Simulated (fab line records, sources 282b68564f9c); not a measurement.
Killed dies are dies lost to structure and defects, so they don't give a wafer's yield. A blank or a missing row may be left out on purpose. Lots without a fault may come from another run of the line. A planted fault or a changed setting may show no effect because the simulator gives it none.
fab line records | flow rit_cmos
record lots=10 wafers=30 last_day=7
route steps=202 shown PSD@149 CONTACT@177 M1@194
lots that met no fault: from a run of the same line without faults
start_h: hours from the record's first day to the start of the lot's first wafer shown | wait_h: hours since the lot's step before | " the same as in the row above | L1.1+2: a row that stands for several wafers | - no value, or no start given | * or withheld: withheld | < > ~ a bound
route shown NAME@n: a module of which the file shows steps, and the number in the route of the first | usual: mean/standard deviation of fault-free wafers | same: alike in all rows | chamber/n: place in a boat | sites: the reading at each site | _std_site: their standard deviation | _edge_site: outer sites' mean less inner sites' | radius_mm: how far each site lies from the wafer's centre | mask NAME#n: copy n | behind: the tool/chamber that last shaped the wafer | hold: why the lot was held/for how many hours/how that ended | device: the transistor (n, p or np) that didn't switch | end of line: the same wafers' tests at the end of the route | a step without rows: its recipe alone | killed: dies lost to structure and defects at the first sort, not the wafer's yield | map: a wafer's dies, x killed, . not, _ none there
set.NAME: the setting as run; set.NAME@STEP: as run at that earlier step | model.NAME: the simulator's own value behind a step, which no gauge read
steps of the route over a sample of lots; a table a step, a row a wafer
services: from which hour (start_h, from the record's first day; less than 0 if before it) a tool's chamber was out of use, for how many hours, and why
## steps
# step RIT_PSD_HARDBAKE_07
# recipe resist=NOVOLAK temp_c=140 time_s=60
# usual heater_power_total_W=62.55/0.051 plate_temp_C=139.99/0.14
# columns lot.wafer tool chamber start_h wait_h heater_power_total_W plate_temp_C
L597.2 litho_track-01 0 54.73 0.1 62.45 140.21
L597.3 " 0 " " 62.65 140.19
L597.6 " 0 " " 62.55 140.24
L598.3 litho_track-02 0 60.64 0.1 62.56 139.98
L598.4 " 0 " " 62.59 139.89
L598.5 " 0 " " 62.59 139.94
L600.2 litho_track-04 0 72.75 0.0 62.48 139.98
L600.3 " 0 " " 62.51 139.97
L600.4 " 0 " " 62.59 139.99
L601.1 litho_track-01 0 77.66 0.4 62.61 140.18
L601.3 " 0 " " 62.60 140.17
L601.5 " 0 " " 62.56 140.07
L606.1 litho_track-04 0 97.99 0.0 55.97 128.45
L606.3 " 0 " " 55.94 128.48
L606.4 " 0 " " 55.88 128.51
L608.3 litho_track-04 0 105.06 0.1 55.81 128.24
L608.5 " 0 " " 55.90 128.46
L608.6 " 0 " " 55.93 128.24
L612.1 litho_track-02 0 125.46 0.0 62.44 139.96
L612.3 " 0 " " 62.62 139.88
L612.5 " 0 " " 62.50 139.96
L615.1 litho_track-01 0 139.79 0.0 62.50 139.84
L615.3 " 0 " " 62.54 139.98
L615.6 " 0 " " 62.51 139.90
L616.4 litho_track-01 0 143.31 0.1 62.56 140.09
L616.5 " 0 " " 62.52 139.91
L616.6 " 0 " " 62.56 140.02
L620.1 litho_track-02 0 163.25 0.0 62.66 140.14
L620.5 " 0 " " 62.57 140.07
L620.6 " 0 " " 62.53 140.05
# step RIT_PSD_STRIP_09
# recipe chemistry=O2 time_s=180 resist=NOVOLAK platen_temp_c=withheld power_w=500 pressure_mtorr=4000 o2_flow_sccm=4000
# usual chamber_pressure_mTorr=4000/3.4 drypump_motor_current_A=5.8/0.62
# columns lot.wafer tool chamber start_h wait_h chamber_pressure_mTorr drypump_motor_current_A rf_hours_counter_h
L597.2 plasma_asher-01 0 55.01 0.1 4002 6.3 40
L597.3 " 0 " " 4001 6.3 -
L597.6 " 1 " " 3991 6.3 -
L598.3 plasma_asher-03 1 60.95 0.1 4001 6.2 -
L598.4 " 0 " " 3995 6.6 -
L598.5 " 0 " " 4001 6.6 -
L600.2 plasma_asher-02 0 73.02 0.1 3997 5.3 42
L600.3 " 0 " " 3996 5.3 -
L600.4 " 1 " " 3998 5.0 -
L601.1 plasma_asher-03 0 77.96 0.1 3998 6.6 43
L601.3 " 1 " " 4000 6.2 -
L601.5 " 0 " " 4000 6.6 -
L606.1 plasma_asher-02 0 98.29 0.1 4000 5.3 45
L606.3 " 1 " " 3997 5.0 -
L606.4 " 0 " " 4003 5.3 -
L608.3 plasma_asher-01 0 105.37 0.1 4008 6.4 -
L608.5 " 0 " " 4000 6.3 -
L608.6 " 1 " " 3999 6.3 -
L612.1 plasma_asher-02 0 125.76 0.1 3996 5.3 48
L612.3 " 1 " " 3997 5.0 -
L612.5 " 1 " " 3999 5.0 -
L615.1 plasma_asher-03 1 140.09 0.1 3994 6.2 49
L615.3 " 1 " " 4001 6.2 -
L615.6 " 0 " " 4005 6.6 -
L616.4 plasma_asher-01 1 143.60 0.1 3995 6.4 -
L616.5 " 0 " " 4000 6.3 -
L616.6 " 1 " " 4007 6.4 -
L620.1 plasma_asher-01 1 163.55 0.1 4003 6.4 5
L620.5 " 1 " " 4005 6.3 -
L620.6 " 0 " " 4001 6.3 -
# step RIT_CONTACT_OVL_MEAS_09
# usual CONTACT_OVL=0.3/1.4
# columns lot.wafer tool chamber start_h wait_h CONTACT_OVL[nm]
L597.2 overlay-01 - 58.08 0.1 1.4
L597.3 " - " " 1.1
L597.6 " - " " 3.0
L598.3 overlay-02 - 63.88 0.1 -1.7
L598.4 " - " " -1.8
L598.5 " - " " -2.4
L600.2 overlay-01 - 76.06 0.1 1.3
L600.3 " - " " 2.9
L600.4 " - " " 1.5
L601.1 overlay-01 - 80.97 0.1 1.5
L601.3 " - " " -0.2
L601.5 " - " " 2.0
L606.1 overlay-02 - 101.20 0.1 -0.3
L606.3 " - " " -0.2
L606.4 " - " " 1.2
L608.3 overlay-02 - 108.57 0.1 -0.3
L608.5 " - " " -2.1
L608.6 " - " " 0.7
L612.1 overlay-02 - 128.62 0.1 0.4
L612.3 " - " " 0.2
L612.5 " - " " 3.1
L615.1 overlay-02 - 143.10 0.1 1.6
L615.3 " - " " -0.2
L615.6 " - " " 0.4
L616.4 overlay-02 - 146.55 0.1 -2.1
L616.5 " - " " -1.2
L616.6 " - " " -0.9
L620.1 overlay-02 - 166.55 0.1 -1.6
L620.5 " - " " -2.4
L620.6 " - " " -2.2
# step RIT_M1_OVL_MEAS_10
# usual M1_OVL=-0.4/1.2
# columns lot.wafer tool chamber start_h wait_h M1_OVL[nm]
L597.2 overlay-02 - 60.96 0.1 -0.2
L597.3 " - " " -0.6
L597.6 " - " " -2.8
L598.3 overlay-02 - 66.61 0.1 0.8
L598.4 " - " " 0.5
L598.5 " - " " -0.7
L600.2 overlay-01 - 78.92 0.1 0.8
L600.3 " - " " 0.9
L600.4 " - " " 0.8
L601.1 overlay-02 - 83.47 0.1 0.1
L601.3 " - " " 0.4
L601.5 " - " " -0.5
L606.1 overlay-01 - 103.86 0.1 -2.3
L606.3 " - " " 0.5
L606.4 " - " " -0.2
L608.3 overlay-01 - 111.26 0.1 0.0
L608.5 " - " " 0.3
L608.6 " - " " 0.3
L612.1 overlay-01 - 131.27 0.1 -1.0
L612.3 " - " " -1.2
L612.5 " - " " -2.9
L615.1 overlay-01 - 145.63 0.1 0.3
L615.3 " - " " -2.4
L615.6 " - " " 0.8
L616.4 overlay-02 - 149.18 0.1 -0.5
L616.5 " - " " -0.4
L616.6 " - " " -0.6
L620.1 overlay-01 - 169.18 0.1 0.3
L620.5 " - " " -0.4
L620.6 " - " " -0.9
# step RIT_M1_PROBE_99
# usual killed_at_M0_to_M3=0.0/0.14 killed_at_contacts=0.1/0.29 killed_at_front_end=7/3 killed_dies=8/3 killed_open=3.7/2 killed_short=3.8/2.1
# same gross_dies=264 killed_at_M4_up=0 killed_at_back_side=0 killed_at_other=0
# columns lot.wafer tool chamber start_h wait_h killed_at_M0_to_M3 killed_at_contacts killed_at_front_end killed_dies killed_open killed_short
L597.2 prober-01 - 64.50 0.1 0 0 8 8 3 5
L597.3 prober-01 - 64.55 0.2 0 0 9 9 4 5
L597.6 prober-01 - 64.70 0.2 0 0 7 7 4 3
L598.3 prober-02 - 70.32 0.2 0 1 3 4 2 2
L598.4 prober-02 - 70.37 0.2 0 1 8 9 6 3
L598.5 prober-02 - 70.42 0.2 0 0 6 6 5 1
L600.2 prober-02 - 81.50 0.1 0 0 4 4 2 2
L600.3 prober-02 - 81.55 0.2 0 0 4 4 1 3
L600.4 prober-02 - 81.60 0.2 0 0 10 10 5 5
L601.1 prober-01 - 86.13 0.1 0 0 6 6 2 4
L601.3 prober-01 - 86.23 0.2 1 0 2 3 1 2
L601.5 prober-01 - 86.33 0.2 0 0 8 8 6 2
L606.1 prober-02 - 106.42 0.1 0 0 7 7 3 4
L606.3 prober-02 - 106.52 0.2 0 0 8 8 3 5
L606.4 prober-02 - 106.57 0.2 0 0 7 7 5 2
L608.3 prober-02 - 113.89 0.2 0 0 7 7 3 4
L608.5 prober-02 - 113.99 0.2 0 0 11 11 8 3
L608.6 prober-02 - 114.04 0.2 0 0 5 5 3 2
L612.1 prober-02 - 133.82 0.1 0 0 11 11 7 3
L612.3 prober-02 - 133.92 0.2 0 0 8 8 4 3
L612.5 prober-02 - 134.02 0.2 0 0 7 7 3 4
L615.1 prober-01 - 148.17 0.1 0 0 14 14 8 6
L615.3 prober-01 - 148.27 0.2 0 0 8 8 5 3
L615.6 prober-01 - 148.42 0.2 0 1 4 5 3 2
L616.4 prober-02 - 151.85 0.2 0 0 5 5 1 2
L616.5 prober-02 - 151.90 0.2 0 0 10 10 4 5
L616.6 prober-02 - 151.95 0.2 0 0 4 4 4 0
L620.1 prober-02 - 171.72 0.1 0 0 6 6 4 2
L620.5 prober-02 - 171.92 0.2 0 0 10 10 4 6
L620.6 prober-02 - 171.97 0.2 0 1 6 7 2 5
# killed by level:class
L597.2 REOX:geometric_particle:short=3 REOX:geometric_particle:open=2 FOX1:geometric_particle:short=1 GATE:geometric_particle:open=1 GATE:geometric_particle:short=1
L597.3 FOX1:geometric_particle:short=2 FOX1:geometric_particle:open=1 GATE:geometric_particle:open=1 GATE:geometric_particle:short=1 REOX:geometric_particle:open=1 SPACER:geometric_particle:short=1 SILICIDE:geometric_particle:open=1 SILICIDE:geometric_particle:short=1
L597.6 GATE:geometric_particle:open=3 FOX1:geometric_particle:short=2 FOX1:geometric_particle:open=1 GATE:geometric_particle:short=1
L598.3 FOX1:geometric_particle:open=1 SPACER:geometric_particle:short=1 SILICIDE:geometric_particle:open=1 CONTACT:geometric_particle:short=1
L598.4 SPACER:geometric_particle:open=3 GATE:geometric_particle:short=2 FOX1:geometric_particle:open=1 FOX2:geometric_particle:open=1 SPACER:geometric_particle:short=1 CONTACT:geometric_particle:open=1
L598.5 FOX1:geometric_particle:open=2 SPACER:geometric_particle:open=2 FOX2:geometric_particle:open=1 SILICIDE:geometric_particle:short=1
L600.2 SILICIDE:geometric_particle:open=2 SILICIDE:geometric_particle:short=2
L600.3 GATE:geometric_particle:short=2 GATE:geometric_particle:open=1 SILICIDE:geometric_particle:short=1
L600.4 FOX1:geometric_particle:open=4 REOX:geometric_particle:short=3 FOX1:geometric_particle:short=2 GATE:geometric_particle:open=1
L601.1 SILICIDE:geometric_particle:short=2 FOX1:geometric_particle:short=1 GATE:geometric_particle:open=1 REOX:geometric_particle:open=1 SPACER:geometric_particle:short=1
L601.3 FOX1:geometric_particle:open=1 SPACER:geometric_particle:short=1 M1:geometric_particle:short=1
L601.5 FOX2:geometric_particle:open=2 GATE:geometric_particle:open=2 SPACER:geometric_particle:open=2 FOX1:geometric_particle:short=1 SPACER:geometric_particle:short=1
L606.1 SPACER:geometric_particle:short=4 GATE:geometric_particle:open=2 SPACER:geometric_particle:open=1
L606.3 FOX2:geometric_particle:open=2 REOX:geometric_particle:short=2 FOX2:geometric_particle:short=1 GATE:geometric_particle:short=1 SPACER:geometric_particle:open=1 SPACER:geometric_particle:short=1
L606.4 GATE:geometric_particle:open=4 REOX:geometric_particle:short=1 SPACER:geometric_particle:open=1 SILICIDE:geometric_particle:short=1
L608.3 GATE:geometric_particle:short=2 GATE:geometric_particle:open=2 FOX2:geometric_particle:short=1 SPACER:geometric_particle:open=1 SILICIDE:geometric_particle:short=1
L608.5 SILICIDE:geometric_particle:open=3 FOX1:geometric_particle:open=2 FOX2:geometric_particle:open=1 FOX2:geometric_particle:short=1 REOX:geometric_particle:short=1 REOX:geometric_particle:open=1 SPACER:geometric_particle:open=1 SILICIDE:geometric_particle:short=1
L608.6 FOX1:geometric_particle:short=2 REOX:geometric_particle:open=2 SILICIDE:geometric_particle:open=1
L612.1 GATE:geometric_particle:open=3 REOX:geometric_particle:open=3 FOX1:geometric_particle:short=1 REOX:geometric_particle:short=1 SPACER:geometric_particle:open=1 SILICIDE:geometric_particle:short=1 NLDD:coat_microbubble_printed=1
L612.3 GATE:geometric_particle:short=3 GATE:geometric_particle:open=2 REOX:geometric_particle:open=2 NLDD:coat_microbubble_printed=1
L612.5 GATE:geometric_particle:short=4 GATE:geometric_particle:open=2 REOX:geometric_particle:open=1
L615.1 GATE:geometric_particle:short=3 SPACER:geometric_particle:open=3 SILICIDE:geometric_particle:open=3 REOX:geometric_particle:short=2 FOX1:geometric_particle:open=1 REOX:geometric_particle:open=1 SPACER:geometric_particle:short=1
L615.3 GATE:geometric_particle:short=2 SPACER:geometric_particle:open=2 FOX2:geometric_particle:open=1 GATE:geometric_particle:open=1 REOX:geometric_particle:short=1 SILICIDE:geometric_particle:open=1
L615.6 CONTACT:geometric_particle:open=1 GATE:geometric_particle:open=1 GATE:geometric_particle:short=1 REOX:geometric_particle:short=1 SPACER:geometric_particle:open=1
L616.4 GATE:geometric_particle:short=2 PRETRO:coat_microbubble_printed=2 REOX:geometric_particle:open=1
L616.5 GATE:geometric_particle:short=3 SPACER:geometric_particle:open=2 GATE:geometric_particle:open=1 REOX:geometric_particle:short=1 SILICIDE:geometric_particle:short=1 SILICIDE:geometric_particle:open=1 PRETRO:coat_microbubble_printed=1
L616.6 FOX1:geometric_particle:open=1 GATE:geometric_particle:open=1 SPACER:geometric_particle:open=1 SILICIDE:geometric_particle:open=1
L620.1 SILICIDE:geometric_particle:open=2 FOX1:geometric_particle:open=1 FOX2:geometric_particle:short=1 REOX:geometric_particle:short=1 SPACER:geometric_particle:open=1
L620.5 REOX:geometric_particle:short=3 GATE:geometric_particle:open=2 FOX1:geometric_particle:short=1 FOX2:geometric_particle:short=1 REOX:geometric_particle:open=1 SILICIDE:geometric_particle:open=1 SILICIDE:geometric_particle:short=1
L620.6 GATE:geometric_particle:short=2 FOX1:geometric_particle:short=1 GATE:geometric_particle:open=1 REOX:geometric_particle:short=1 SILICIDE:geometric_particle:open=1 CONTACT:geometric_particle:short=1
## services
# columns tool chamber start_h hours kind
plasma_asher-03 - 53.22 1.4 repair
plasma_asher-01 - 108.75 9.0 pm
plasma_asher-01 0 108.75 9.0 vent_cycle
plasma_asher-01 1 108.75 9.0 vent_cycle
plasma_asher-03 - 116.76 2.8 pm
plasma_asher-01 0 117.75 - clean
plasma_asher-01 1 117.75 - clean
plasma_asher-02 - 147.75 0.7 repair
## key
first_sign step=RIT_PSD_HARDBAKE_07 reading=heater_power_total_W direction=down sigmas=99+ usual=62.55 struck=55.90
effect step=RIT_PSD_HARDBAKE_07 reading=plate_temp_C direction=down sigmas=84 usual=* struck=*
met_at RIT_PSD_HARDBAKE_07
struck_lots L606,L608
tester_left_out L606,L608
not_acting_at RIT_PSD_STRIP_09,RIT_CONTACT_OVL_MEAS_09,RIT_M1_OVL_MEAS_10
onset_between 72.75 97.99
fault kind=process_parameter_drift tool=litho_track-04 chamber=- onset_h=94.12 steps=RIT_PSD_HARDBAKE_07 channel=temp_c offset=* shape=step end_h=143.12 acts_in=* stated=*
# tester_left_out: of these lots the tester's yield and bins aren't shown, on N5 and GAA mostly nor the transistor test; their killed dies are dies lost to structure and defects alone, not to doping, threshold or leakage, so they don't give the yield
